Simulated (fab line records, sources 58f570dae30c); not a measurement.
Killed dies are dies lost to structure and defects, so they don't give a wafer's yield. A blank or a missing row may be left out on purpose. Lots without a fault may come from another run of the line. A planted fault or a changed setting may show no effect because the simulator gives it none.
Which tool did it? | flow berkeley_cmos170 | 13 lots, 39 wafers sampled, at 3 steps of a route of 331

WHAT THE GAUGES READ, wafer by wafer
UCB170_PWELL_OVL_MEAS_13. Usual: PWELL_OVL 1 nm, standard deviation 5.
lot  | measured    | on         | PWELL_OVL (nm) | flag
L712 | day 3 17:11 | overlay-01 | 9 -5 6         |
L714 | day 3 22:37 | overlay-02 | 5 -4 -2        |
L715 | day 4 03:49 | overlay-02 | 0 -1 4         |
L716 | day 4 04:05 | overlay-01 | 11 3 7         |
L717 | day 4 14:29 | overlay-01 | -4 7 1         |
L719 | day 5 02:12 | overlay-01 | -2 0 1         |
L726 | day 6 17:06 | overlay-01 | -3 -8 -9       |
L727 | day 6 17:33 | overlay-02 | 6 4 2          |
L728 | day 7 01:35 | overlay-02 | -1 4 -8        |
L729 | day 7 01:18 | overlay-01 | -1 10 2        |
L732 | day 8 01:50 | overlay-02 | -2 0 -2        |
L731 | day 8 02:05 | overlay-02 | -6 2 -2        |
L734 | day 8 09:37 | overlay-01 | -2 0 2         |

WHICH TOOL RAN EACH LOT (tool, then ch and the chambers of the sampled wafers, then the start)
lot  | UCB170_ZERO_STRIP_07                | UCB170_PWELL_EXPOSE_10
L712 | plasma_asher-03 ch 0,1, day 2 03:16 | krf_scanner-01 ch 0, day 3 16:35
L714 | plasma_asher-02 ch 0,1, day 2 10:31 | krf_scanner-01 ch 0, day 3 22:09
L715 | plasma_asher-03 ch 0,1, day 2 19:05 | krf_scanner-01 ch 0, day 4 02:55
L716 | plasma_asher-03 ch 1, day 2 23:25   | krf_scanner-01 ch 0, day 4 03:16
L717 | plasma_asher-02 ch 1, day 3 05:12   | krf_scanner-02 ch 0, day 4 13:59
L719 | plasma_asher-04 ch 0,1, day 3 12:17 | krf_scanner-01 ch 0, day 5 01:43
L726 | plasma_asher-03 ch 0,1, day 5 06:19 | krf_scanner-02 ch 0, day 6 16:18
L727 | plasma_asher-04 ch 0, day 5 06:34   | krf_scanner-01 ch 0, day 6 16:32
L728 | plasma_asher-04 ch 0,1, day 5 12:43 | krf_scanner-01 ch 0, day 7 00:14
L729 | plasma_asher-02 ch 0,1, day 5 14:44 | krf_scanner-01 ch 0, day 7 00:07
L732 | plasma_asher-03 ch 0,1, day 6 03:11 | krf_scanner-01 ch 0, day 8 00:20
L731 | plasma_asher-04 ch 0,1, day 6 03:25 | krf_scanner-02 ch 0, day 8 00:41
L734 | plasma_asher-03 ch 0,1, day 6 19:52 | krf_scanner-02 ch 0, day 8 08:27
- UCB170_ZERO_STRIP_07: strips in O2.
- UCB170_PWELL_EXPOSE_10: exposes mask PWELL, target cd 3000 nm.

WHAT THE TOOLS THEMSELVES READ (means of the sampled wafers that have a number; where no wafer has one, the mark that the record gives instead)
UCB170_ZERO_STRIP_07. Usual: drypump_motor_current_A 6.0 A, standard deviation 0.52; oes_product_au 0.727 a.u., standard deviation 0.0046; strip_time_to_endpoint_s 21.46 s, standard deviation 0.07.
lot  | tool            | drypump_motor_current_A (A) | oes_product_au (a.u.) | strip_time_to_endpoint_s (s) | flag
L712 | plasma_asher-03 | 6.7                         | 0.721                 | 21.59                        |
L714 | plasma_asher-02 | 5.6                         | 0.727                 | 21.51                        |
L715 | plasma_asher-03 | 6.5                         | 0.728                 | 21.42                        |
L716 | plasma_asher-03 | 6.3                         | 0.728                 | 21.50                        |
L717 | plasma_asher-02 | 5.7                         | 0.727                 | 21.47                        |
L719 | plasma_asher-04 | 5.9                         | 0.731                 | 21.49                        |
L726 | plasma_asher-03 | 6.7                         | 0.727                 | 21.49                        |
L727 | plasma_asher-04 | 6.2                         | 0.732                 | 21.34                        |
L728 | plasma_asher-04 | 6.0                         | 0.729                 | 21.44                        |
L729 | plasma_asher-02 | 5.7                         | 0.729                 | 21.46                        |
L732 | plasma_asher-03 | 6.7                         | 0.732                 | 21.33                        |
L731 | plasma_asher-04 | 5.6                         | 0.726                 | 21.49                        |
L734 | plasma_asher-03 | 6.5                         | 0.723                 | 21.35                        |

THE ANSWER, worked out from the rows above alone
Rule: a lot is off if the mean of its wafers that have a number lies more than 3 standard deviations from the usual mean. A lot without any number at a reading at which 4 lots or more have one is off too. The other lots that the step has rows for count as sound. The gauges are gone through in route order, then the tools' own readings, and for those a lot's mean is taken as printed above. The first step at which some lot is off is used, and at that step the reading that is off furthest; a lot without a number counts as furthest.
No lot is off at any reading shown: from this, nothing can be told.

WHAT THE SIMULATOR HAD PUT IN
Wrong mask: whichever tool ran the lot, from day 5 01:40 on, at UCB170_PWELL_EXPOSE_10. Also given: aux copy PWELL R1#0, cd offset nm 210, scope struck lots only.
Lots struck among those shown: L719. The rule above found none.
